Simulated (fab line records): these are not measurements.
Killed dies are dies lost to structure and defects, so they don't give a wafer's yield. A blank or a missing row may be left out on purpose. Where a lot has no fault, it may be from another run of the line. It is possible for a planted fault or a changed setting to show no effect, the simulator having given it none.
Which tool was responsible? + flow rit-cmos + 13 lots with 39 wafers sampled at 2 steps, on a route of 202 steps

== WHAT EACH GAUGE READ, for each wafer ==
Not one reading of a measure or inspect step in the record can be checked against a usual standard deviation.

== TOOL THAT RAN EACH LOT (tool first, then ch and the chambers of the sampled wafers, then the start) ==
| lot  | RIT_NSD_EXPOSE_03                  | RIT_M1_PROBE_99        |
|------|------------------------------------|------------------------|
| L697 | iline-stepper-02 ch 0, day 3 00:41 | -                      |
| L700 | iline-stepper-02 ch 0, day 3 15:25 | -                      |
| L701 | iline-stepper-01 ch 0, day 3 22:43 | prober-01, day 4 09:14 |
| L702 | iline-stepper-02 ch 0, day 4 01:36 | -                      |
| L703 | iline-stepper-01 ch 0, day 4 06:37 | -                      |
| L705 | iline-stepper-02 ch 0, day 4 21:10 | -                      |
| L710 | iline-stepper-01 ch 0, day 5 17:02 | -                      |
| L713 | iline-stepper-02 ch 0, day 6 08:11 | -                      |
| L715 | iline-stepper-02 ch 0, day 6 17:54 | prober-01, day 7 04:19 |
| L716 | iline-stepper-02 ch 0, day 6 22:28 | prober-02, day 7 09:18 |
| L717 | iline-stepper-02 ch 0, day 7 03:01 | prober-01, day 7 13:36 |
| L718 | iline-stepper-01 ch 0, day 7 07:42 | -                      |
| L720 | iline-stepper-01 ch 0, day 7 17:42 | prober-02, day 8 03:46 |
- RIT_NSD_EXPOSE_03: exposes mask M9, target cd 40700 nm.
- RIT_M1_PROBE_99

== WHAT THE TOOLS THEMSELVES READ (means of the sampled wafers that have a number; where no wafer has one, the mark that the record gives instead) ==
RIT_M1_PROBE_99.
| lot  | tool      | killed-at-contacts | killed-at-front-end | killed-dies | killed-open | killed-short |
|------|-----------|--------------------|---------------------|-------------|-------------|--------------|
| L701 | prober-01 | 0.0                | 4                   | 4.0         | 2.0         | 2.0          |
| L715 | prober-01 | 0.0                | 7                   | 6.7         | 3.7         | 3.0          |
| L716 | prober-02 | 0.0                | 5                   | 5.3         | 2.7         | 2.7          |
| L717 | prober-01 | 0.3                | 7                   | 7.3         | 3.0         | 4.3          |
| L720 | prober-02 | 0.0                | 6                   | 6.0         | 2.3         | 3.7          |

== THE ANSWER, worked out from the rows above alone ==
Rule: the usual values come from the lots themselves. Put in order of their means at a reading, lots are off if they are a third of the lots or fewer, leave a main group of 4 or more, and stand apart from it by a gap of 3 or more times the standard deviation of the main group's means; of several such gaps the widest counts. The tables above print the reading to a certain number of digits; a main group whose means all agree to those digits is not used. Also off: a lot with no number at a reading for which 4 or more lots have one. All remaining lots with rows at the step are treated as sound. Order of review: gauges by route order, followed by the tools' own readings, for which a lot's mean as printed above is used. The first step at which some lot is off is used, and at that step the reading that is off furthest; a lot without a number counts as furthest.
Across all readings shown, no lot is off: no conclusion can be drawn from this.

== WHAT HAD BEEN PUT IN BY THE SIMULATOR ==
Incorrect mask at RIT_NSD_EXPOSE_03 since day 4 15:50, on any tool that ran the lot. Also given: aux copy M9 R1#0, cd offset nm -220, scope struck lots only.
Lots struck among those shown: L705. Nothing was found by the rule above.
